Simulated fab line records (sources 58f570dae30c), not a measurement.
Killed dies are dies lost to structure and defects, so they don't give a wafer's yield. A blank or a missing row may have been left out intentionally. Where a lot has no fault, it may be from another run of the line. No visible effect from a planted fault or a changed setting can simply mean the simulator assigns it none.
Lot-split experiment || flow berkeley-cmos170 || 5 lots, 23 wafers read, on a route of 331 steps

== THE SPLIT ==
At UCB170_GATE_PEB_10, the setting peb-temp-c was moved away from the recipe's 130 C on 9 of the 23 wafers read, by -0.8% to +2.9%. The other wafers ran this setting at the recipe's value.

== FROM THE SPLIT TO THE READING: what the file shows between them, 5 steps ==
- UCB170_GATE_DEVELOP_11: develop time 45 s
- UCB170_GATE_CD_MEAS_12: target cd 350 nm
- UCB170_GATE_ETCH_14: etches BARC in N2/H2
- UCB170_GATE_ETCH_15: etches poly-Si in HBr/Cl2, stops on SiO2, time 56.3 s, target depth 278.2 nm
- UCB170_GATE_STRIP_16: strips in O2

== THE READING ==
cd-nm, in nm, at UCB170_GATE_CD_MEAS_90 (target cd 350 nm). Fault-free wafers of this fab line usually give 349.6 nm, standard deviation 1.4 nm.

{"wafer": "L074.1", "tool, chamber at the split": "litho-track-01, 0", "peb-temp-c as run, C": 130, "against the recipe": "recipe", "cd-nm, nm": 349.4, "against lot-mates on the recipe": "-"}
{"wafer": "L074.3", "tool, chamber at the split": "litho-track-01, 0", "peb-temp-c as run, C": 133.8, "against the recipe": "+2.9%", "cd-nm, nm": 326.4, "against lot-mates on the recipe": -22.6}
{"wafer": "L074.4", "tool, chamber at the split": "litho-track-01, 0", "peb-temp-c as run, C": 130, "against the recipe": "recipe", "cd-nm, nm": 349.2, "against lot-mates on the recipe": "-"}
{"wafer": "L074.5", "tool, chamber at the split": "litho-track-01, 0", "peb-temp-c as run, C": 133.8, "against the recipe": "+2.9%", "cd-nm, nm": 327.0, "against lot-mates on the recipe": -22.0}
{"wafer": "L074.6", "tool, chamber at the split": "litho-track-01, 0", "peb-temp-c as run, C": 130, "against the recipe": "recipe", "cd-nm, nm": 348.4, "against lot-mates on the recipe": "-"}
{"wafer": "L076.3", "tool, chamber at the split": "litho-track-04, 0", "peb-temp-c as run, C": 130, "against the recipe": "recipe", "cd-nm, nm": 347.2, "against lot-mates on the recipe": "-"}
{"wafer": "L076.5", "tool, chamber at the split": "litho-track-04, 0", "peb-temp-c as run, C": 130, "against the recipe": "recipe", "cd-nm, nm": 348.4, "against lot-mates on the recipe": "-"}
{"wafer": "L076.6", "tool, chamber at the split": "litho-track-04, 0", "peb-temp-c as run, C": 130, "against the recipe": "recipe", "cd-nm, nm": 348.2, "against lot-mates on the recipe": "-"}
{"wafer": "L078.2", "tool, chamber at the split": "litho-track-03, 0", "peb-temp-c as run, C": 128.9, "against the recipe": "-0.8%", "cd-nm, nm": 356.1, "against lot-mates on the recipe": "+3.4"}
{"wafer": "L078.3", "tool, chamber at the split": "litho-track-03, 0", "peb-temp-c as run, C": 130, "against the recipe": "recipe", "cd-nm, nm": 349.5, "against lot-mates on the recipe": "-"}
{"wafer": "L078.4", "tool, chamber at the split": "litho-track-03, 0", "peb-temp-c as run, C": 128.9, "against the recipe": "-0.8%", "cd-nm, nm": 365.6, "against lot-mates on the recipe": "+12.9"}
{"wafer": "L078.5", "tool, chamber at the split": "litho-track-03, 0", "peb-temp-c as run, C": 130, "against the recipe": "recipe", "cd-nm, nm": 348.4, "against lot-mates on the recipe": "-"}
{"wafer": "L078.6", "tool, chamber at the split": "litho-track-03, 0", "peb-temp-c as run, C": 130, "against the recipe": "recipe", "cd-nm, nm": 360.1, "against lot-mates on the recipe": "-"}
{"wafer": "L079.2", "tool, chamber at the split": "litho-track-03, 0", "peb-temp-c as run, C": 130, "against the recipe": "recipe", "cd-nm, nm": 364.1, "against lot-mates on the recipe": "-"}
{"wafer": "L079.3", "tool, chamber at the split": "litho-track-03, 0", "peb-temp-c as run, C": 130, "against the recipe": "recipe", "cd-nm, nm": 350.2, "against lot-mates on the recipe": "-"}
{"wafer": "L079.4", "tool, chamber at the split": "litho-track-03, 0", "peb-temp-c as run, C": 132.6, "against the recipe": "+2.0%", "cd-nm, nm": 348.7, "against lot-mates on the recipe": -6.6}
{"wafer": "L079.5", "tool, chamber at the split": "litho-track-03, 0", "peb-temp-c as run, C": 132.6, "against the recipe": "+2.0%", "cd-nm, nm": 335.6, "against lot-mates on the recipe": -19.7}
{"wafer": "L079.6", "tool, chamber at the split": "litho-track-03, 0", "peb-temp-c as run, C": 130, "against the recipe": "recipe", "cd-nm, nm": 351.5, "against lot-mates on the recipe": "-"}
{"wafer": "L082.1", "tool, chamber at the split": "litho-track-04, 0", "peb-temp-c as run, C": 133.1, "against the recipe": "+2.4%", "cd-nm, nm": 338.7, "against lot-mates on the recipe": -17.0}
{"wafer": "L082.3", "tool, chamber at the split": "litho-track-04, 0", "peb-temp-c as run, C": 133.1, "against the recipe": "+2.4%", "cd-nm, nm": 330.5, "against lot-mates on the recipe": -25.2}
{"wafer": "L082.4", "tool, chamber at the split": "litho-track-04, 0", "peb-temp-c as run, C": 133.1, "against the recipe": "+2.4%", "cd-nm, nm": 331.2, "against lot-mates on the recipe": -24.5}
{"wafer": "L082.5", "tool, chamber at the split": "litho-track-04, 0", "peb-temp-c as run, C": 130, "against the recipe": "recipe", "cd-nm, nm": 356.5, "against lot-mates on the recipe": "-"}
{"wafer": "L082.6", "tool, chamber at the split": "litho-track-04, 0", "peb-temp-c as run, C": 130, "against the recipe": "recipe", "cd-nm, nm": 354.9, "against lot-mates on the recipe": "-"}

FIT RESULTS
A straight line over all 23 wafers: cd-nm changes by -7.83 nm for each +1% of peb-temp-c; r = -0.88; the points scatter about the line by 5.3 nm.
The same after taking each lot's own level away (the mean of its wafers on the recipe; 23 wafers): -8.24 nm for each +1%; r = -0.92; scatter 4.5 nm.
That fit puts the effect of the largest move of peb-temp-c on the reading at 24 nm.
The lots' own levels span 347.93 to 355.70 nm, that is 5.5 times the standard deviation above.
The two slopes are in agreement: the lot-to-lot level therefore moves the slope only a little.
Check: with one of the wafers moved furthest among these (+2.9%) left out of the fit, the line predicts -24.2 nm for it against its lot-mates. It came out at -22.6 nm against them.

== FURTHER SPLITS ON THESE WAFERS ==
These wafers also went through other splits before the reading. Each is held against what the fit with the lots' levels taken away leaves over:
{"other split on the same wafers": "UCB170_ZERO_COAT_01 spin-rpm", "wafers away from the commonest value": 4, "r with cd-nm (lot level and that fit taken away)": "+0.28"}
{"other split on the same wafers": "UCB170_ZERO_ETCH_06 time-s", "wafers away from the commonest value": 2, "r with cd-nm (lot level and that fit taken away)": -0.11}
{"other split on the same wafers": "UCB170_NWELL_IMPLANT_14 energy-kev", "wafers away from the commonest value": 11, "r with cd-nm (lot level and that fit taken away)": "+0.03"}
{"other split on the same wafers": "UCB170_ACTIVE_CVD_05 pressure-mtorr", "wafers away from the commonest value": 15, "r with cd-nm (lot level and that fit taken away)": -0.12}
{"other split on the same wafers": "UCB170_ACTIVE_PEB_11 peb-temp-c", "wafers away from the commonest value": 5, "r with cd-nm (lot level and that fit taken away)": -0.16}
{"other split on the same wafers": "UCB170_ACTIVE_STRIP_16 power-w", "wafers away from the commonest value": 11, "r with cd-nm (lot level and that fit taken away)": -0.05}
{"other split on the same wafers": "UCB170_GATE_EXPOSE_09 dose-mj", "wafers away from the commonest value": 7, "r with cd-nm (lot level and that fit taken away)": -0.83}

== THE WHOLE CHAIN: every reading that the file lists as answering this split, in the file's order ==
{"step": "UCB170_GATE_CD_MEAS_12", "what it does": "target cd 350 nm", "reading": "cd-nm", "change (the file's fit)": "-7.97 nm for each +1% of the setting", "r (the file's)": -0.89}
{"step": "UCB170_GATE_ETCH_15", "what it does": "etches poly-Si in HBr/Cl2, stops on SiO2, time 56.3 s, target depth 278.2 nm", "reading": "GATE.cd-nm (the simulator's own value, which no gauge read)", "change (the file's fit)": "-7.91 nm for each +1% of the setting", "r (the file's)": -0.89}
{"step": "UCB170_GATE_CD_MEAS_90", "what it does": "target cd 350 nm", "reading": "cd-nm", "change (the file's fit)": "-7.98 nm for each +1% of the setting", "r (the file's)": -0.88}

== THE FILE'S OWN FIT ==
cd-nm changes by -7.98 nm for each +1% of peb-temp-c, r = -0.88.
